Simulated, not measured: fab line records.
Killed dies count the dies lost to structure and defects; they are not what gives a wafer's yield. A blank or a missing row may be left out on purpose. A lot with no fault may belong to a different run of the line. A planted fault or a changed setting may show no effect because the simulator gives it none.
fab line records	flow berkeley-cmos170	part 1 of 2: steps 1 to 24 of 35
record lots=5	wafers=15	last-day=12
route steps=331 shown NWELL@15 PWELL@34
lots that met no fault: from a run of the same line without faults
start-h: the number of hours between the record's first day and the start of the first shown wafer of the lot	wait-h: how many hours have passed since the lot's step before this one	" as in the row above	L1.1+2: several wafers, shown together as one row	- no value, or no start was given	* or withheld: withheld	< > ~ a bound
route shown NAME@n: NAME is a module with steps in the file, n the number in the route of the first one	usual: mean/standard deviation of fault-free wafers	same: alike in all rows	chamber/n: place in a boat	sites: readings site by site	_std_site: the values' standard deviation	_edge_site: the outer-site mean with the inner-site mean subtracted	radius-mm: how far each site lies from the wafer's centre	mask NAME#n: copy n	behind: the tool/chamber that last shaped the wafer	hold: the reason the lot was held/the length of the hold in hours/how it ended	device: whichever transistor did not switch (one of n, p or np)	end of line: the tests these same wafers got at the end of their route	for a step that has no rows: nothing shown but its recipe	killed: count of dies lost to structure and defects at first sort (not the wafer's yield)	map: dies across one wafer; x = killed, . = not, _ = none there
set.NAME: the setting as run; set.NAME@STEP: as run at that earlier step	model.NAME: the simulator's own value behind a step, which no gauge read
a table for each step, a row for each wafer; lots at some steps of the route
services: a tool's chamber out of use, with start hour (start-h, from the record's first day; less than 0 if before it), hours out, and reason
## steps
# step UCB170_NWELL_OXIDATION_01
# recipe temp-c=1000	ambient=O2	target-thk-a=264	ox-time-s=1260
# usual ox-temp-c-max=1004.0/2.3	spike-tc-source-C=1023.1/1.8	zone-power-centre-pct=47/3.1	zone-power-load-pct=33.3/1.5
lot.wafer	tool	chamber	start-h	wait-h	ox-temp-c-max	spike-tc-source-C	zone-power-centre-pct	zone-power-load-pct
L077.3	furnace-02	0	43.40	5.4	1007.7	1026.5	52	34.9
L077.4	"	0	"	"	1008.6	1026.3	52	35.3
L077.5	"	0	"	"	1006.9	1027.4	53	35.4
L084.1	furnace-03	0	83.76	3.2	1001.9	1022.0	45	33.4
L084.2	"	0	"	"	1003.0	1022.8	44	32.8
L084.3	"	0	"	"	1003.5	1024.4	46	32.9
L085.1	furnace-03	0	83.76	3.2	1002.2	1023.1	45	32.8
L085.3	"	0	"	"	1003.2	1023.9	46	32.5
L085.6	"	0	"	"	1003.3	1021.3	45	32.9
L086.3	furnace-03	0	83.76	0.1	1002.4	1020.7	44	32.5
L086.4	"	0	"	"	1003.1	1023.8	45	32.8
L086.5	"	0	"	"	1002.1	1021.6	46	33.1
L094.2	furnace-04	0	127.36	4.0	1003.1	1022.4	49	30.2
L094.4	"	0	"	"	1002.5	1022.6	49	29.9
L094.6	"	0	"	"	1002.6	1022.5	49	29.9
# step UCB170_NWELL_THK_MEAS_02
# recipe reads=SiO2_of_NWELL_OXIDATION_01
# usual NWELL_OXIDE_THK=26.6/0.7
lot.wafer	tool	chamber	start-h	wait-h	NWELL_OXIDE_THK[nm]
L077.3	film-metro-03	-	44.77	0.0	25.8
L077.4	"	-	"	"	25.4
L077.5	"	-	"	"	25.8
L084.1	film-metro-02	-	85.11	0.0	26.6
L084.2	"	-	"	"	26.8
L084.3	"	-	"	"	27.3
L085.1	film-metro-04	-	85.11	0.0	26.1
L085.3	"	-	"	"	26.4
L085.6	"	-	"	"	26.5
L086.3	film-metro-03	-	85.14	0.0	27.4
L086.4	"	-	"	"	27.2
L086.5	"	-	"	"	27.6
L094.2	film-metro-03	-	128.72	0.0	27.1
L094.4	"	-	"	"	27.2
L094.6	"	-	"	"	27.0
# step UCB170_NWELL_ANNEAL_03
# recipe temp-c=1000	time-s=900	ambient=N2
# usual spike-tc-source-C=1023.3/1.9	zone-power-centre-pct=49/3	zone-power-load-pct=33.0/2
lot.wafer	tool	chamber	start-h	wait-h	spike-tc-source-C	zone-power-centre-pct	zone-power-load-pct
L077.3	furnace-04	0	48.93	4.2	1022.8	49	30.1
L077.4	"	0	"	"	1020.2	50	30.0
L077.5	"	0	"	"	1022.1	48	30.4
L084.1	furnace-03	0	91.31	6.2	1022.4	45	33.2
L084.2	"	0	"	"	1020.1	44	32.7
L084.3	"	0	"	"	1023.3	45	33.6
L085.1	furnace-03	0	91.31	6.2	1021.4	45	33.4
L085.3	"	0	"	"	1024.3	45	32.7
L085.6	"	0	"	"	1020.8	45	32.9
L086.3	furnace-03	0	91.31	6.2	1023.4	45	32.9
L086.4	"	0	"	"	1022.2	45	33.3
L086.5	"	0	"	"	1022.4	45	33.3
L094.2	furnace-04	0	132.21	3.5	1020.4	49	30.3
L094.4	"	0	"	"	1021.9	49	30.3
L094.6	"	0	"	"	1022.9	49	30.7
# step UCB170_NWELL_CVD_04
# recipe material=Si3N4	target-thk-nm=224	temp-c=800	precursor=SiH2Cl2/NH3	time-s=3360	pressure-mtorr=200	sih2cl2-flow-sccm=25	nh3-flow-sccm=75
# usual spike-tc-source-C=824.0/2.2	zone-power-centre-pct=37/4.3	zone-power-load-pct=19.9/1.7
lot.wafer	tool	chamber	start-h	wait-h	spike-tc-source-C	zone-power-centre-pct	zone-power-load-pct
L077.3	lpcvd-01	0	50.85	0.7	823.5	29	20.0
L077.4	"	0	"	"	824.3	30	20.0
L077.5	"	0	"	"	823.8	30	19.9
L084.1	lpcvd-01	1	92.56	0.0	823.5	42	18.4
L084.2	"	1	"	"	823.8	43	18.0
L084.3	"	1	"	"	822.7	42	18.5
L085.1	lpcvd-01	0	92.56	0.0	822.4	29	19.7
L085.3	"	0	"	"	823.7	30	19.8
L085.6	"	0	"	"	822.6	29	19.9
L086.3	lpcvd-01	0	92.56	0.0	822.9	30	19.8
L086.4	"	0	"	"	823.9	29	19.8
L086.5	"	0	"	"	821.8	29	19.7
L094.2	lpcvd-02	1	133.46	0.0	820.6	36	18.5
L094.4	"	1	"	"	821.7	35	18.6
L094.6	"	1	"	"	822.8	36	18.4
# step UCB170_NWELL_THK_MEAS_05
# recipe reads=Si3N4_of_NWELL_CVD_04
# usual NWELL_NITRIDE_THK=223.7/2.5
lot.wafer	tool	chamber	start-h	wait-h	NWELL_NITRIDE_THK[nm]
L077.3	film-metro-02	-	52.80	0.0	224.1
L077.4	"	-	"	"	224.0
L077.5	"	-	"	"	224.7
L084.1	film-metro-02	-	95.46	0.0	222.6
L084.2	"	-	"	"	222.9
L084.3	"	-	"	"	222.6
L086.3	film-metro-04	-	95.48	0.0	227.0
L086.4	"	-	"	"	225.3
L086.5	"	-	"	"	227.2
L085.1	film-metro-02	-	95.52	0.1	223.3
L085.3	"	-	"	"	225.7
L085.6	"	-	"	"	225.3
L094.2	film-metro-04	-	135.41	0.0	226.5
L094.4	"	-	"	"	226.9
L094.6	"	-	"	"	225.4
# step UCB170_NWELL_HMDS_06
# recipe prime-time-s=60	prime-temp-c=100
lot.wafer	tool	chamber	start-h	wait-h
L077.3+4+5	litho-track-01	0	53.06	0.3
L084.1+2+3	litho-track-01	0	95.52	0.1
L086.3+4+5	litho-track-04	0	95.63	0.1
L085.1+3+6	litho-track-01	0	95.97	0.4
L094.2+4+6	litho-track-03	0	135.48	0.1
# step UCB170_NWELL_COAT_07
# recipe resist=KrF	spin-rpm=1500	resist-thk-nm=900
lot.wafer	tool	chamber	start-h	wait-h
L077.3+4+5	litho-track-01	0	53.21	0.1
L084.1+2+3	litho-track-01	0	95.67	0.1
L086.3+4+5	litho-track-04	0	95.78	0.1
L085.1+3+6	litho-track-01	0	96.12	0.1
L094.2+4+6	litho-track-03	0	135.63	0.1
# step UCB170_NWELL_SOFTBAKE_08
# recipe resist=KrF	temp-c=130	time-s=60
lot.wafer	tool	chamber	start-h	wait-h
L077.3+4+5	litho-track-01	0	53.36	0.1
L084.1+2+3	litho-track-01	0	95.82	0.1
L086.3+4+5	litho-track-04	0	95.93	0.1
L085.1+3+6	litho-track-01	0	96.27	0.1
L094.2+4+6	litho-track-03	0	135.78	0.1
# step UCB170_NWELL_EXPOSE_09
# recipe mask-id=NWELL	target-cd-nm=3000	na=0.5	sigma-outer=0.6	source-shape=conventional	dose-mj=25
# usual reticle-temp-C=22.99/0.11
lot.wafer	tool	chamber	start-h	wait-h	mask	reticle-temp-C
L077.3	krf-scanner-02	0	53.59	0.2	NWELL#0	23.05
L077.4	"	0	"	"	NWELL#0	23.11
L077.5	"	0	"	"	NWELL#0	23.08
L084.1	krf-scanner-02	0	96.09	0.2	NWELL#0	22.89
L084.2	"	0	"	"	NWELL#0	22.84
L084.3	"	0	"	"	NWELL#0	22.92
L086.3	krf-scanner-01	0	96.38	0.4	NWELL#0	23.05
L086.4	"	0	"	"	NWELL#0	23.06
L086.5	"	0	"	"	NWELL#0	22.80
L085.1	krf-scanner-02	0	96.69	0.4	NWELL#0	22.91
L085.3	"	0	"	"	NWELL#0	22.96
L085.6	"	0	"	"	NWELL#0	22.87
L094.2	krf-scanner-01	0	136.05	0.2	NWELL#0	22.94
L094.4	"	0	"	"	NWELL#0	23.09
L094.6	"	0	"	"	NWELL#0	22.96
# step UCB170_NWELL_PEB_10
# recipe peb-temp-c=130	peb-time-s=withheld	resist=KrF
lot.wafer	tool	chamber	start-h	wait-h
L077.3+4+5	litho-track-03	0	53.72	0.1
L084.1+2+3	litho-track-04	0	96.21	0.1
L086.3+4+5	litho-track-03	0	96.50	0.1
L085.1+3+6	litho-track-04	0	96.84	0.1
L094.2+4+6	litho-track-04	0	136.17	0.1
# step UCB170_NWELL_DEVELOP_11
# recipe developer=TMAH	develop-time-s=45	resist=KrF	dev-temp-c=21
lot.wafer	tool	chamber	start-h	wait-h
L077.3+4+5	litho-track-03	0	-	-
L084.1+2+3	litho-track-04	0	-	-
L086.3+4+5	litho-track-03	0	-	-
L085.1+3+6	litho-track-04	0	-	-
L094.2+4+6	litho-track-04	0	-	-
# step UCB170_NWELL_OVL_MEAS_12
# usual NWELL_OVL=1/5
lot.wafer	tool	chamber	start-h	wait-h	NWELL_OVL[nm]
L077.3	overlay-02	-	53.95	-	9
L077.4	"	-	"	"	-3
L077.5	"	-	"	"	5
L084.1	overlay-01	-	96.49	-	-5
L084.2	"	-	"	"	1
L084.3	"	-	"	"	3
L086.3	overlay-02	-	96.74	-	2
L086.4	"	-	"	"	-5
L086.5	"	-	"	"	-4
L085.1	overlay-02	-	97.12	-	-3
L085.3	"	-	"	"	0
L085.6	"	-	"	"	-2
L094.2	overlay-02	-	136.43	-	0
L094.4	"	-	"	"	-2
L094.6	"	-	"	"	7
# step UCB170_NWELL_ETCH_13
# recipe chemistry=CH3F/Ar/O2	target=Si3N4	stop-on=SiO2	CH3F_flow_sccm=20	Ar_flow_sccm=50	O2_flow_sccm=7	pressure-mtorr=50	rf-w=450	target-depth-a=2464	over-etch-frac=0.1	time-s=154
# usual CH3F_flow_sccm=20.00/0.058	O2_flow_sccm=7.000/0.02	drypump-motor-current-A=5.6/0.39	oes-product-au=0.942/0.016	throttle-valve-pct=8.14/0.14
lot.wafer	tool	chamber	start-h	wait-h	CH3F_flow_sccm	O2_flow_sccm	drypump-motor-current-A	oes-product-au	rf-hours-counter-h	throttle-valve-pct
L077.3	rie-diel-01	1	53.98	0.0	20.09	7.017	5.3	0.949	105	7.98
L077.4	"	3	"	"	19.98	7.018	5.5	0.955	83	8.36
L077.5	"	1	"	"	20.06	7.017	5.3	0.947	-	7.97
L084.1	rie-diel-01	3	96.52	0.0	20.09	6.957	5.5	0.955	84	8.35
L084.2	"	2	"	"	19.97	7.019	5.5	0.914	3	8.00
L084.3	"	0	"	"	20.05	7.009	5.7	0.949	17	8.31
L086.3	rie-diel-02	2	96.76	0.0	20.01	7.000	5.8	0.927	31	7.98
L086.4	"	3	"	"	20.04	7.001	6.1	0.943	-	8.13
L086.5	"	2	"	"	20.10	6.948	5.8	0.928	-	7.99
L085.1	rie-diel-01	1	97.16	0.0	19.98	6.998	5.3	0.954	107	7.97
L085.3	"	0	"	"	19.96	6.987	5.7	0.955	17	8.30
L085.6	"	0	"	"	19.98	6.984	5.7	0.950	-	8.31
L094.2	rie-diel-03	1	136.46	0.0	20.00	6.995	5.8	0.939	11	8.24
L094.4	"	3	"	"	20.00	6.998	6.2	0.960	-	8.26
L094.6	"	1	"	"	20.01	7.010	5.7	0.936	-	8.22
# step UCB170_NWELL_IMPLANT_14
# recipe species=P	dose-cm2=1e+13	energy-kev=150	tilt-deg=7
# usual dose-ions-cm2=9.998e+12/1e+10
# same implant-ion-amu=31
lot.wafer	tool	chamber	start-h	wait-h	dose-ions-cm2
L077.3	implanter-04	0	54.13	0.1	1.0003e+13
L077.4	"	0	"	"	9.996e+12
L077.5	"	0	"	"	1.0016e+13
L084.1	implanter-02	0	96.62	0.1	9.995e+12
L084.2	"	0	"	"	9.989e+12
L084.3	"	0	"	"	9.988e+12
L086.3	implanter-03	0	96.92	0.1	9.996e+12
L086.4	"	0	"	"	1.0005e+13
L086.5	"	0	"	"	1e+13
L085.1	implanter-02	0	97.26	0.1	1.0013e+13
L085.3	"	0	"	"	1.0014e+13
L085.6	"	0	"	"	1.001e+13
L094.2	implanter-02	0	136.59	0.1	9.993e+12
L094.4	"	0	"	"	9.995e+12
L094.6	"	0	"	"	9.996e+12
# step UCB170_NWELL_STRIP_15
# recipe chemistry=O2	power-w=400	pressure-mtorr=3500	platen-temp-c=withheld	o2-flow-sccm=400	overash-fraction=0.5
# usual drypump-motor-current-A=5.7/0.62	oes-product-au=0.721/0.0044	strip-time-to-endpoint-s=18.01/0.08
lot.wafer	tool	chamber	start-h	wait-h	drypump-motor-current-A	oes-product-au	rf-hours-counter-h	strip-time-to-endpoint-s
L077.3	plasma-asher-01	0	54.26	0.1	6.7	0.731	-	18.03
L077.4	"	1	"	"	5.5	0.716	-	18.05
L077.5	"	0	"	"	6.7	0.723	-	17.97
L084.1	plasma-asher-02	1	96.77	0.1	4.8	0.725	38	18.02
L084.2	"	0	"	"	6.4	0.726	38	18.11
L084.3	"	1	"	"	4.7	0.725	-	17.99
L086.3	plasma-asher-04	1	97.05	0.1	5.5	0.716	-	18.00
L086.4	"	0	"	"	5.5	0.718	-	18.06
L086.5	"	0	"	"	5.5	0.723	-	18.03
L085.1	plasma-asher-02	1	97.41	0.1	4.8	0.720	38	17.96
L085.3	"	1	"	"	4.8	0.723	-	17.82
L085.6	"	1	"	"	4.8	0.726	-	17.86
L094.2	plasma-asher-01	0	136.71	0.1	6.6	0.718	2	18.13
L094.4	"	0	"	"	6.6	0.720	-	18.10
L094.6	"	1	"	"	5.5	0.712	-	18.14
# step UCB170_NWELL_TW_MEAS_16
# usual NWELL_TW=1242/8
lot.wafer	tool	chamber	start-h	wait-h	NWELL_TW
L077.3	film-metro-02	-	54.35	0.1	1247
L077.4	"	-	"	"	1245
L077.5	"	-	"	"	1251
L084.1	film-metro-02	-	96.87	0.1	1256
L084.2	"	-	"	"	1260
L084.3	"	-	"	"	1260
L086.3	film-metro-04	-	97.14	0.1	1241
L086.4	"	-	"	"	1235
L086.5	"	-	"	"	1229
L085.1	film-metro-03	-	97.51	0.1	1246
L085.3	"	-	"	"	1247
L085.6	"	-	"	"	1245
L094.2	film-metro-02	-	136.82	0.1	1247
L094.4	"	-	"	"	1242
L094.6	"	-	"	"	1246
# step UCB170_NWELL_CLEAN_17
# recipe chemistry=SPM	temp-c=120	time-s=600
# usual bath-guard-temp-C=120.1/0.31	bath-heat-duty-pct=13.3/2
lot.wafer	tool	chamber	start-h	wait-h	bath-guard-temp-C	bath-heat-duty-pct
L077.3	wet-bench-04	1	54.39	0.0	120.0	10.3
L077.4	"	1	"	"	120.1	11.1
L077.5	"	1	"	"	119.9	10.5
L084.1	wet-bench-02	0	96.93	0.1	119.9	16.5
L084.2	"	0	"	"	119.8	14.7
L084.3	"	0	"	"	119.9	15.1
L086.3	wet-bench-02	2	97.18	0.0	119.7	10.6
L086.4	"	2	"	"	119.2	11.1
L086.5	"	2	"	"	119.4	11.9
L085.1	wet-bench-02	3	101.53	4.0	119.8	15.4
L085.3	"	3	"	"	119.9	15.2
L085.6	"	3	"	"	119.8	15.0
L094.2	wet-bench-04	0	136.87	0.0	120.0	12.9
L094.4	"	0	"	"	120.4	13.4
L094.6	"	0	"	"	119.9	14.0
# step UCB170_NWELL_WET_ETCH_18
# recipe chemistry=H3PO4	target=Si3N4	temp-c=160	time-s=14400
# usual bath-guard-temp-C=159.9/0.44	bath-heat-duty-pct=27/3.6
lot.wafer	tool	chamber	start-h	wait-h	bath-guard-temp-C	bath-heat-duty-pct
L077.3	wet-bench-04	2	54.74	0.2	159.8	31
L077.4	"	2	"	"	159.9	30
L077.5	"	2	"	"	159.8	28
L084.1	wet-bench-04	0	97.11	0.0	160.0	28
L084.2	"	0	"	"	160.0	27
L084.3	"	0	"	"	160.4	28
L086.3	wet-bench-02	0	97.53	0.2	160.0	32
L086.4	"	0	"	"	159.7	30
L086.5	"	0	"	"	159.7	30
L085.1	wet-bench-02	2	101.79	0.1	159.5	24
L085.3	"	2	"	"	159.4	22
L085.6	"	2	"	"	159.5	23
L094.2	wet-bench-01	0	137.05	0.0	160.6	29
L094.4	"	0	"	"	160.6	30
L094.6	"	0	"	"	160.5	30
# step UCB170_NWELL_WET_ETCH_19
# recipe chemistry=BOE	dilution=5:1	target=SiO2	temp-c=25	time-s=22
# usual bath-heat-duty-pct=6.2/0.83
lot.wafer	tool	chamber	start-h	wait-h	bath-heat-duty-pct
L077.3	wet-bench-04	3	58.88	0.1	6.3
L077.4	"	3	"	"	5.3
L077.5	"	3	"	"	5.8
L086.3	wet-bench-02	0	101.77	0.2	7.3
L086.4	"	0	"	"	6.9
L086.5	"	0	"	"	7.5
L084.1	wet-bench-04	0	105.13	0.0	5.9
L084.2	"	0	"	"	6.7
L084.3	"	0	"	"	6.7
L085.1	wet-bench-01	3	105.80	0.0	6.7
L085.3	"	3	"	"	6.4
L085.6	"	3	"	"	6.3
L094.2	wet-bench-04	3	141.06	0.0	5.2
L094.4	"	3	"	"	5.6
L094.6	"	3	"	"	6.0
# step UCB170_PWELL_CLEAN_00
# recipe chemistry=SPM	temp-c=120	time-s=600
# usual bath-guard-temp-C=120.1/0.39	bath-heat-duty-pct=13.5/1.4
lot.wafer	tool	chamber	start-h	wait-h	bath-guard-temp-C	bath-heat-duty-pct
L077.3	wet-bench-04	2	59.07	0.2	120.2	14.5
L077.4	"	2	"	"	120.0	16.0
L077.5	"	2	"	"	120.1	13.3
L086.3	wet-bench-01	2	104.02	2.2	120.4	13.8
L086.4	"	2	"	"	120.3	14.3
L086.5	"	2	"	"	120.3	13.6
L084.1	wet-bench-04	2	105.14	0.0	120.0	13.9
L084.2	"	2	"	"	120.2	13.6
L084.3	"	2	"	"	120.0	14.1
L085.1	wet-bench-04	2	105.81	0.0	120.3	13.6
L085.3	"	2	"	"	120.3	13.3
L085.6	"	2	"	"	120.0	14.5
L094.2	wet-bench-01	1	141.07	0.0	119.9	11.9
L094.4	"	1	"	"	119.8	10.5
L094.6	"	1	"	"	119.8	11.2
# step UCB170_PWELL_CLEAN_01
# recipe chemistry=dHF	dilution=25:1	time-s=60
lot.wafer	tool	chamber	start-h	wait-h
L077.3+4+5	wet-bench-04	2	59.27	0.0
L086.3+4+5	wet-bench-01	3	104.56	0.4
L084.1+2+3	wet-bench-01	3	105.33	0.0
L085.1+3+6	wet-bench-02	0	106.00	0.0
L094.2+4+6	wet-bench-04	2	141.25	0.0
# step UCB170_PWELL_OXIDATION_02
# recipe temp-c=1000	ambient=O2	target-thk-a=264	ox-time-s=1260
# usual ox-temp-c-max=1003.6/1.8	spike-tc-source-C=1022.4/1.7	zone-power-centre-pct=46.4/2.8	zone-power-load-pct=33.2/0.94
lot.wafer	tool	chamber	start-h	wait-h	ox-temp-c-max	spike-tc-source-C	zone-power-centre-pct	zone-power-load-pct
L077.3	furnace-02	0	63.20	3.9	1006.9	1026.1	52.1	34.5
L077.4	"	0	"	"	1006.9	1026.1	52.2	35.1
L077.5	"	0	"	"	1012.0	1023.9	52.6	35.1
L084.1	furnace-03	0	109.39	4.0	1002.2	1022.6	45.7	32.6
L084.2	"	0	"	"	1002.1	1020.7	45.4	32.7
L084.3	"	0	"	"	1001.9	1020.4	45.2	33.1
L085.1	furnace-03	0	109.39	3.4	1002.9	1021.4	45.1	32.8
L085.3	"	0	"	"	1002.7	1022.2	45.0	33.2
L085.6	"	0	"	"	1002.3	1024.1	44.8	33.1
L086.3	furnace-03	0	109.39	4.8	1002.9	1021.8	44.3	33.6
L086.4	"	0	"	"	1003.3	1022.8	45.3	32.7
L086.5	"	0	"	"	1003.3	1022.4	44.9	32.9
L094.2	furnace-03	0	146.61	5.3	1003.0	1022.0	45.9	32.6
L094.4	"	0	"	"	1002.3	1021.4	45.5	32.7
L094.6	"	0	"	"	1002.6	1023.0	45.3	33.0
# step UCB170_PWELL_THK_MEAS_03
# recipe reads=SiO2_of_PWELL_OXIDATION_02
# usual PWELL_OXIDE_THK=26.7/0.73
lot.wafer	tool	chamber	start-h	wait-h	PWELL_OXIDE_THK[nm]
L077.3	film-metro-03	-	64.57	0.0	25.7
L077.4	"	-	"	"	25.0
L077.5	"	-	"	"	25.0
L084.1	film-metro-04	-	110.74	0.0	27.1
L084.2	"	-	"	"	26.7
L084.3	"	-	"	"	27.5
L086.3	film-metro-01	-	110.76	0.0	26.3
L086.4	"	-	"	"	26.8
L086.5	"	-	"	"	26.8
L085.1	film-metro-01	-	110.80	0.1	26.8
L085.3	"	-	"	"	26.8
L085.6	"	-	"	"	27.6
L094.2	film-metro-04	-	147.97	0.0	27.0
L094.4	"	-	"	"	27.3
L094.6	"	-	"	"	27.0
# step UCB170_PWELL_ANNEAL_04
# recipe temp-c=1000	time-s=900	ambient=N2
# usual spike-tc-source-C=1022.6/1.5	zone-power-centre-pct=46.2/2.7	zone-power-load-pct=33.3/0.83
lot.wafer	tool	chamber	start-h	wait-h	spike-tc-source-C	zone-power-centre-pct	zone-power-load-pct
L077.3	furnace-02	0	70.06	5.5	1025.3	51.8	35.5
L077.4	"	0	"	"	1026.4	53.3	35.4
L077.5	"	0	"	"	1026.0	52.2	34.8
L084.1	furnace-03	0	113.76	3.0	1021.7	45.3	33.0
L084.2	"	0	"	"	1022.8	44.9	32.7
L084.3	"	0	"	"	1021.0	44.8	33.6
L085.1	furnace-03	0	113.76	2.9	1022.6	45.2	32.7
L085.3	"	0	"	"	1021.8	45.0	32.9
L085.6	"	0	"	"	1023.5	45.3	32.6
L086.3	furnace-03	0	113.76	3.0	1022.7	45.0	32.8
L086.4	"	0	"	"	1020.6	44.9	32.3
L086.5	"	0	"	"	1022.8	45.1	33.3
L094.2	furnace-03	0	153.46	5.5	1022.4	45.6	33.5
L094.4	"	0	"	"	1022.6	44.2	33.0
L094.6	"	0	"	"	1021.6	44.5	32.8
